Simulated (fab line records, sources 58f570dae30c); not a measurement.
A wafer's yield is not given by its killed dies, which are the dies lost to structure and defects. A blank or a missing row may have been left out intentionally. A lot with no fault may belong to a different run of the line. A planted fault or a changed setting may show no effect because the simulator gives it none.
Which of the tools did it? || flow berkeley cmos170 || 14 lots with 42 wafers sampled at 5 steps, on a route of 331 steps

WHAT THE GAUGES SHOWED, per wafer
UCB170_M2_CD_MEAS_15: target cd 700 nm.
{"lot": "L470", "measured": "day 8 07:21", "on": "cd sem-02", "cd nm (nm)": "697.4 698.3 697.0"}
{"lot": "L472", "measured": "day 8 18:44", "on": "cd sem-01", "cd nm (nm)": "697.9 698.5 697.5"}
{"lot": "L471", "measured": "day 8 19:29", "on": "cd sem-01", "cd nm (nm)": "700.9 699.9 699.6"}
{"lot": "L473", "measured": "day 9 14:59", "on": "cd sem-01", "cd nm (nm)": "699.5 699.4 698.6"}
{"lot": "L475", "measured": "day 9 15:11", "on": "cd sem-01", "cd nm (nm)": "703.3 703.6 703.2"}
{"lot": "L476", "measured": "day 9 21:15", "on": "cd sem-02", "cd nm (nm)": "702.1 700.5 701.8"}
{"lot": "L480", "measured": "day 9 23:58", "on": "cd sem-01", "cd nm (nm)": "705.7 705.9 705.5"}
{"lot": "L485", "measured": "day 10 18:20", "on": "cd sem-01", "cd nm (nm)": "701.7 701.4 702.8"}
{"lot": "L483", "measured": "day 11 02:40", "on": "cd sem-01", "cd nm (nm)": "696.8 697.9 698.0"}
{"lot": "L486", "measured": "day 11 02:59", "on": "cd sem-01", "cd nm (nm)": "701.2 701.3 701.2"}
{"lot": "L488", "measured": "day 11 13:49", "on": "cd sem-02", "cd nm (nm)": "700.2 700.3 699.2"}
{"lot": "L487", "measured": "day 11 14:00", "on": "cd sem-01", "cd nm (nm)": "699.0 697.9 697.7"}
{"lot": "L489", "measured": "day 11 22:43", "on": "cd sem-02", "cd nm (nm)": "700.1 700.1 699.8"}
{"lot": "L491", "measured": "day 11 22:27", "on": "cd sem-01", "cd nm (nm)": "700.8 700.4 702.9"}

UCB170_V2_OVL_MEAS_13.
{"lot": "L470", "measured": "day 8 10:29", "on": "overlay-01", "V2_OVL (nm)": "5 1 -2"}
{"lot": "L472", "measured": "day 8 22:34", "on": "overlay-01", "V2_OVL (nm)": "-2 1 -3"}
{"lot": "L471", "measured": "day 8 22:43", "on": "overlay-01", "V2_OVL (nm)": "6 2 5"}
{"lot": "L473", "measured": "day 9 19:12", "on": "overlay-01", "V2_OVL (nm)": "-1 -3 3"}
{"lot": "L475", "measured": "day 9 18:56", "on": "overlay-02", "V2_OVL (nm)": "7 6 3"}
{"lot": "L476", "measured": "day 10 00:47", "on": "overlay-02", "V2_OVL (nm)": "6 2 1"}
{"lot": "L480", "measured": "day 10 03:21", "on": "overlay-02", "V2_OVL (nm)": "3 -4 1"}
{"lot": "L485", "measured": "day 10 21:14", "on": "overlay-01", "V2_OVL (nm)": "-8 1 -5"}
{"lot": "L483", "measured": "day 11 05:37", "on": "overlay-02", "V2_OVL (nm)": "-3 -8 -7"}
{"lot": "L486", "measured": "day 11 05:56", "on": "overlay-01", "V2_OVL (nm)": "6 4 8"}
{"lot": "L488", "measured": "day 11 16:32", "on": "overlay-01", "V2_OVL (nm)": "7 5 -1"}
{"lot": "L487", "measured": "day 11 16:49", "on": "overlay-02", "V2_OVL (nm)": "-5 -7 -7"}
{"lot": "L489", "measured": "day 12 01:31", "on": "overlay-01", "V2_OVL (nm)": "-7 -3 -5"}
{"lot": "L491", "measured": "day 12 00:55", "on": "overlay-01", "V2_OVL (nm)": "3 -5 1"}

EACH LOT AND THE TOOL THAT RAN IT (in order: tool; ch and the chambers of the sampled wafers; start)
{"lot": "L470", "UCB170_SILICIDE_SPUTTER_01": "pvd sputter-04, day 7 14:29", "UCB170_CONTACT_ETCH_18": "rie diel-02 ch 0,2,3, day 8 07:05 or earlier", "UCB170_M2_PEB_13": "litho track-01 ch 0, day 8 07:05"}
{"lot": "L472", "UCB170_SILICIDE_SPUTTER_01": "pvd sputter-04, day 8 00:49", "UCB170_CONTACT_ETCH_18": "rie diel-04 ch 0,3, day 8 18:28 or earlier", "UCB170_M2_PEB_13": "litho track-03 ch 0, day 8 18:28"}
{"lot": "L471", "UCB170_SILICIDE_SPUTTER_01": "pvd sputter-02, day 8 01:46", "UCB170_CONTACT_ETCH_18": "rie diel-02 ch 0,1,2, day 8 19:13 or earlier", "UCB170_M2_PEB_13": "litho track-03 ch 0, day 8 19:13"}
{"lot": "L473", "UCB170_SILICIDE_SPUTTER_01": "pvd sputter-04, day 8 21:09", "UCB170_CONTACT_ETCH_18": "rie diel-02 ch 0,2,3, day 9 14:40 or earlier", "UCB170_M2_PEB_13": "litho track-04 ch 0, day 9 14:40"}
{"lot": "L475", "UCB170_SILICIDE_SPUTTER_01": "pvd sputter-02, day 8 21:36", "UCB170_CONTACT_ETCH_18": "rie diel-03 ch 0,1, day 9 14:55 or earlier", "UCB170_M2_PEB_13": "litho track-03 ch 0, day 9 14:55"}
{"lot": "L476", "UCB170_SILICIDE_SPUTTER_01": "pvd sputter-03, day 9 03:08", "UCB170_CONTACT_ETCH_18": "rie diel-03 ch 0,1,2, day 9 20:59 or earlier", "UCB170_M2_PEB_13": "litho track-01 ch 0, day 9 20:59"}
{"lot": "L480", "UCB170_SILICIDE_SPUTTER_01": "pvd sputter-02, day 9 03:37", "UCB170_CONTACT_ETCH_18": "rie diel-03 ch 0,1,2, day 9 23:40 or earlier", "UCB170_M2_PEB_13": "litho track-03 ch 0, day 9 23:40"}
{"lot": "L485", "UCB170_SILICIDE_SPUTTER_01": "pvd sputter-03, day 10 01:20", "UCB170_CONTACT_ETCH_18": "rie diel-04 ch 1,2, day 10 18:05 or earlier", "UCB170_M2_PEB_13": "litho track-01 ch 0, day 10 18:05"}
{"lot": "L483", "UCB170_SILICIDE_SPUTTER_01": "pvd sputter-04, day 10 07:57", "UCB170_CONTACT_ETCH_18": "rie diel-04 ch 1,2,3, day 11 02:23 or earlier", "UCB170_M2_PEB_13": "litho track-04 ch 0, day 11 02:23"}
{"lot": "L486", "UCB170_SILICIDE_SPUTTER_01": "pvd sputter-03, day 10 07:57", "UCB170_CONTACT_ETCH_18": "rie diel-03 ch 0,1,2, day 11 02:43 or earlier", "UCB170_M2_PEB_13": "litho track-01 ch 0, day 11 02:43"}
{"lot": "L488", "UCB170_SILICIDE_SPUTTER_01": "pvd sputter-03, day 10 21:52", "UCB170_CONTACT_ETCH_18": "rie diel-02 ch 0,3, day 11 13:32 or earlier", "UCB170_M2_PEB_13": "litho track-01 ch 0, day 11 13:32"}
{"lot": "L487", "UCB170_SILICIDE_SPUTTER_01": "pvd sputter-04, day 10 22:23", "UCB170_CONTACT_ETCH_18": "rie diel-03 ch 0,2,3, day 11 13:44 or earlier", "UCB170_M2_PEB_13": "litho track-04 ch 0, day 11 13:44"}
{"lot": "L489", "UCB170_SILICIDE_SPUTTER_01": "pvd sputter-04, day 11 03:18", "UCB170_CONTACT_ETCH_18": "rie diel-02 ch 0,1,3, day 11 22:26 or earlier", "UCB170_M2_PEB_13": "litho track-04 ch 0, day 11 22:26"}
{"lot": "L491", "UCB170_SILICIDE_SPUTTER_01": "pvd sputter-03, day 11 03:29", "UCB170_CONTACT_ETCH_18": "rie diel-03 ch 0,1,3, day 11 22:11 or earlier", "UCB170_M2_PEB_13": "litho track-04 ch 0, day 11 22:11"}
- UCB170_SILICIDE_SPUTTER_01: material Ti, target thk 30 nm, time 25 s.
- UCB170_CONTACT_ETCH_18: etches PSG in CHF3/CF4/Ar, stops on TiSi2, target depth 840 nm, time 195 s.
- UCB170_M2_PEB_13

WHAT THE TOOLS THEMSELVES READ (means of the sampled wafers that have a number; where no wafer has one, the mark that the record gives instead)
UCB170_SILICIDE_SPUTTER_01.
{"lot": "L470", "tool": "pvd sputter-04", "cathode dc power W (W)": 1500.1, "throttle valve pct (%)": 29.3}
{"lot": "L472", "tool": "pvd sputter-04", "cathode dc power W (W)": 1500.0, "throttle valve pct (%)": 29.2}
{"lot": "L471", "tool": "pvd sputter-02", "cathode dc power W (W)": 1499.9, "throttle valve pct (%)": 30.6}
{"lot": "L473", "tool": "pvd sputter-04", "cathode dc power W (W)": 1500.1, "throttle valve pct (%)": 29.9}
{"lot": "L475", "tool": "pvd sputter-02", "cathode dc power W (W)": 1500.3, "throttle valve pct (%)": 29.8}
{"lot": "L476", "tool": "pvd sputter-03", "cathode dc power W (W)": 1500.1, "throttle valve pct (%)": 29.7}
{"lot": "L480", "tool": "pvd sputter-02", "cathode dc power W (W)": 1500.1, "throttle valve pct (%)": 30.5}
{"lot": "L485", "tool": "pvd sputter-03", "cathode dc power W (W)": 1500.1, "throttle valve pct (%)": 30.9}
{"lot": "L483", "tool": "pvd sputter-04", "cathode dc power W (W)": 1500.2, "throttle valve pct (%)": 29.9}
{"lot": "L486", "tool": "pvd sputter-03", "cathode dc power W (W)": 1500.0, "throttle valve pct (%)": 29.8}
{"lot": "L488", "tool": "pvd sputter-03", "cathode dc power W (W)": 1499.9, "throttle valve pct (%)": 29.7}
{"lot": "L487", "tool": "pvd sputter-04", "cathode dc power W (W)": 1499.9, "throttle valve pct (%)": 29.4}
{"lot": "L489", "tool": "pvd sputter-04", "cathode dc power W (W)": 1499.9, "throttle valve pct (%)": 29.6}
{"lot": "L491", "tool": "pvd sputter-03", "cathode dc power W (W)": 1500.1, "throttle valve pct (%)": 29.6}

UCB170_CONTACT_ETCH_18.
{"lot": "L470", "tool": "rie diel-02", "CHF3_flow_sccm (sccm)": 45.11, "drypump motor current A (A)": 5.4, "oes product au (a.u.)": 0.876, "throttle valve pct (%)": 7.00}
{"lot": "L472", "tool": "rie diel-04", "CHF3_flow_sccm (sccm)": 44.94, "drypump motor current A (A)": 5.8, "oes product au (a.u.)": 0.880, "throttle valve pct (%)": 6.88}
{"lot": "L471", "tool": "rie diel-02", "CHF3_flow_sccm (sccm)": 44.95, "drypump motor current A (A)": 5.8, "oes product au (a.u.)": 0.896, "throttle valve pct (%)": 6.97}
{"lot": "L473", "tool": "rie diel-02", "CHF3_flow_sccm (sccm)": 45.02, "drypump motor current A (A)": 5.4, "oes product au (a.u.)": 0.888, "throttle valve pct (%)": 7.01}
{"lot": "L475", "tool": "rie diel-03", "CHF3_flow_sccm (sccm)": 44.93, "drypump motor current A (A)": 5.4, "oes product au (a.u.)": 0.895, "throttle valve pct (%)": 6.76}
{"lot": "L476", "tool": "rie diel-03", "CHF3_flow_sccm (sccm)": 44.99, "drypump motor current A (A)": 5.6, "oes product au (a.u.)": 0.895, "throttle valve pct (%)": 6.88}
{"lot": "L480", "tool": "rie diel-03", "CHF3_flow_sccm (sccm)": 45.03, "drypump motor current A (A)": 5.5, "oes product au (a.u.)": 0.896, "throttle valve pct (%)": 6.87}
{"lot": "L485", "tool": "rie diel-04", "CHF3_flow_sccm (sccm)": 44.91, "drypump motor current A (A)": 6.0, "oes product au (a.u.)": 0.895, "throttle valve pct (%)": 6.92}
{"lot": "L483", "tool": "rie diel-04", "CHF3_flow_sccm (sccm)": 45.14, "drypump motor current A (A)": 5.8, "oes product au (a.u.)": 0.887, "throttle valve pct (%)": 6.92}
{"lot": "L486", "tool": "rie diel-03", "CHF3_flow_sccm (sccm)": 45.00, "drypump motor current A (A)": 5.5, "oes product au (a.u.)": 0.900, "throttle valve pct (%)": 6.88}
{"lot": "L488", "tool": "rie diel-02", "CHF3_flow_sccm (sccm)": 44.97, "drypump motor current A (A)": 5.7, "oes product au (a.u.)": 0.874, "throttle valve pct (%)": 6.99}
{"lot": "L487", "tool": "rie diel-03", "CHF3_flow_sccm (sccm)": 44.97, "drypump motor current A (A)": 5.7, "oes product au (a.u.)": 0.903, "throttle valve pct (%)": 6.96}
{"lot": "L489", "tool": "rie diel-02", "CHF3_flow_sccm (sccm)": 45.10, "drypump motor current A (A)": 5.8, "oes product au (a.u.)": 0.894, "throttle valve pct (%)": 6.97}
{"lot": "L491", "tool": "rie diel-03", "CHF3_flow_sccm (sccm)": 44.92, "drypump motor current A (A)": 5.6, "oes product au (a.u.)": 0.899, "throttle valve pct (%)": 6.85}

UCB170_M2_PEB_13.
{"lot": "L470", "tool": "litho track-01", "heater power total W (W)": 56.81}
{"lot": "L472", "tool": "litho track-03", "heater power total W (W)": 56.83}
{"lot": "L471", "tool": "litho track-03", "heater power total W (W)": 56.77}
{"lot": "L473", "tool": "litho track-04", "heater power total W (W)": 56.81}
{"lot": "L475", "tool": "litho track-03", "heater power total W (W)": 58.53}
{"lot": "L476", "tool": "litho track-01", "heater power total W (W)": 56.83}
{"lot": "L480", "tool": "litho track-03", "heater power total W (W)": 58.49}
{"lot": "L485", "tool": "litho track-01", "heater power total W (W)": 56.82}
{"lot": "L483", "tool": "litho track-04", "heater power total W (W)": 56.77}
{"lot": "L486", "tool": "litho track-01", "heater power total W (W)": 56.76}
{"lot": "L488", "tool": "litho track-01", "heater power total W (W)": 56.75}
{"lot": "L487", "tool": "litho track-04", "heater power total W (W)": 56.76}
{"lot": "L489", "tool": "litho track-04", "heater power total W (W)": 56.84}
{"lot": "L491", "tool": "litho track-04", "heater power total W (W)": 56.80}

THE ANSWER, worked out from the rows above alone
Rule: usual is defined by the lots themselves. Put in order of their means at a reading, lots are off if they are a third of the lots or fewer, leave a main group of 4 or more, and stand apart from it by a gap of 3 or more times the standard deviation of the main group's means; of several such gaps the widest counts. If all means in a main group match to the digits the tables above print for the reading, that group is not used. A lot without any number at a reading at which 4 lots or more have one is off too. All remaining lots with rows at the step are treated as sound. Order of review: gauges by route order, followed by the tools' own readings, for which a lot's mean as printed above is used. The first step at which some lot is off is used, and at that step the reading that is off furthest; a lot without a number counts as furthest.
Off, at UCB170_M2_PEB_13 on heater power total W: L475, L480. Mean 56.80 W and standard deviation 0.031 in the main group.
A tool fits if, at that step or a process step before it, it ran every lot that is off, and no sound lot after the first of them. With no start given for some of its lots, UCB170_CONTACT_ETCH_18 uses the hours and lot order of UCB170_M2_PEB_13. Can't be told from this: 2 tools fit, pvd sputter-02 at UCB170_SILICIDE_SPUTTER_01, litho track-03 at UCB170_M2_PEB_13.

WHAT THE SIMULATOR HAD PUT IN
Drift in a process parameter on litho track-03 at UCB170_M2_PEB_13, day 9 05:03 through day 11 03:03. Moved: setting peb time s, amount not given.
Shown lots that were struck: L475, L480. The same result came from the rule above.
